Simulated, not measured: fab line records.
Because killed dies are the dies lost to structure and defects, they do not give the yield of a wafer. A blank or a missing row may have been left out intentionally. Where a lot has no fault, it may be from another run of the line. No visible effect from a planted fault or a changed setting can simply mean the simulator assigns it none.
Split-lot study ; flow berkeleyCmos170 ; 5 lots, 23 wafers read, on a route of 331 steps

## ABOUT THE SPLIT
At UCB170_GATE_PEB_10, the setting pebTempC was moved away from the recipe's 130 C on 7 of the 23 wafers read, by -2.8% to +2.5%. For the rest of the wafers, this setting stayed at what the recipe calls for.

## FROM THE SPLIT TO THE READING: what the file shows between them, 5 steps
- UCB170_GATE_DEVELOP_11: develop time 45 s
- UCB170_GATE_CD_MEAS_12: target cd 350 nm
- UCB170_GATE_ETCH_14: etches BARC in N2/H2
- UCB170_GATE_ETCH_15: etches poly-Si in HBr/Cl2, stops on SiO2, time 58.44 s, target depth 278.2 nm
- UCB170_GATE_STRIP_16: strips in O2

## THE READING
cdNm (nm) at UCB170_GATE_CD_MEAS_90, where the cd target is 350 nm. On this fab line, fault-free wafers typically give 349.8 nm with a standard deviation of 1.6 nm.

wafer;tool, chamber at the split;pebTempC as run, C;against the recipe;cdNm, nm;against lot-mates on the recipe
L074.1;lithoTrack-04, 0;127.2;-2.2%;373.4;+20.3
L074.2;lithoTrack-04, 0;130;recipe;352.3;-
L074.3;lithoTrack-04, 0;127.2;-2.2%;372.0;+18.9
L074.4;lithoTrack-04, 0;127.2;-2.2%;372.1;+19.1
L074.5;lithoTrack-04, 0;130;recipe;353.8;-
L075.1;lithoTrack-03, 0;130;recipe;351.5;-
L075.2;lithoTrack-03, 0;130;recipe;351.2;-
L075.3;lithoTrack-03, 0;130;recipe;350.5;-
L075.4;lithoTrack-03, 0;126.4;-2.8%;378.2;+27.1
L075.5;lithoTrack-03, 0;126.4;-2.8%;377.8;+26.7
L077.1;lithoTrack-04, 0;133.2;+2.5%;330.3;-18.2
L077.2;lithoTrack-04, 0;130;recipe;348.1;-
L077.3;lithoTrack-04, 0;130;recipe;349.2;-
L077.4;lithoTrack-04, 0;133.2;+2.5%;330.1;-18.4
L077.5;lithoTrack-04, 0;130;recipe;348.2;-
L084.1;lithoTrack-03, 0;130;recipe;352.4;-
L084.2;lithoTrack-03, 0;130;recipe;351.9;-
L084.4;lithoTrack-03, 0;130;recipe;351.8;-
L084.5;lithoTrack-03, 0;130;recipe;349.3;-
L084.6;lithoTrack-03, 0;130;recipe;352.1;-
L085.1;lithoTrack-02, 0;130;recipe;349.1;-
L085.2;lithoTrack-02, 0;130;recipe;350.0;-
L085.4;lithoTrack-02, 0;130;recipe;349.5;-

THE FIT
A straight line over all 23 wafers: cdNm changes by -9.41 nm for each +1% of pebTempC; r = -0.99; the points scatter about the line by 1.7 nm.
The same after taking each lot's own level away (the mean of its wafers on the recipe; 23 wafers): -8.72 nm for each +1%; r = -0.99; scatter 1.4 nm.
Per that fit: largest pebTempC move, reading shift of 24 nm.
Across the lots, their own levels run from 348.50 to 353.05 nm, a range of 2.8 times the standard deviation given above.
The two slopes are in agreement: the lot-to-lot level therefore moves the slope only a little.
Check: for one of the wafers moved furthest among these (-2.8%), held out of the fit, the line's prediction against its lot-mates is +24.2 nm. Against them it came out at +27.1 nm.

## FURTHER SPLITS ON THESE WAFERS
Before the reading, these wafers also passed through other splits. Each is held against what the fit with the lots' levels taken away leaves over:
other split on the same wafers;wafers away from the commonest value;r with cdNm (lot level and that fit taken away)
UCB170_GATE_OXIDATION_01 tempC;10;+0.11

## THE WHOLE CHAIN: every reading that the file lists as answering this split, in the file's order
step;what it does;reading;change (the file's fit);r (the file's)
UCB170_GATE_CD_MEAS_12;target cd 350 nm;cdNm;-8.7 nm for each +1% of the setting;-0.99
UCB170_GATE_ETCH_15;etches poly-Si in HBr/Cl2, stops on SiO2, time 58.44 s, target depth 278.2 nm;GATE.cdNm (the simulator's own value, which no gauge read);-8.81 nm for each +1% of the setting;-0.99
UCB170_GATE_CD_MEAS_90;target cd 350 nm;cdNm;-8.79 nm for each +1% of the setting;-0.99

## FILE'S OWN FIT
cdNm changes by -8.79 nm for each +1% of pebTempC, r = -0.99.
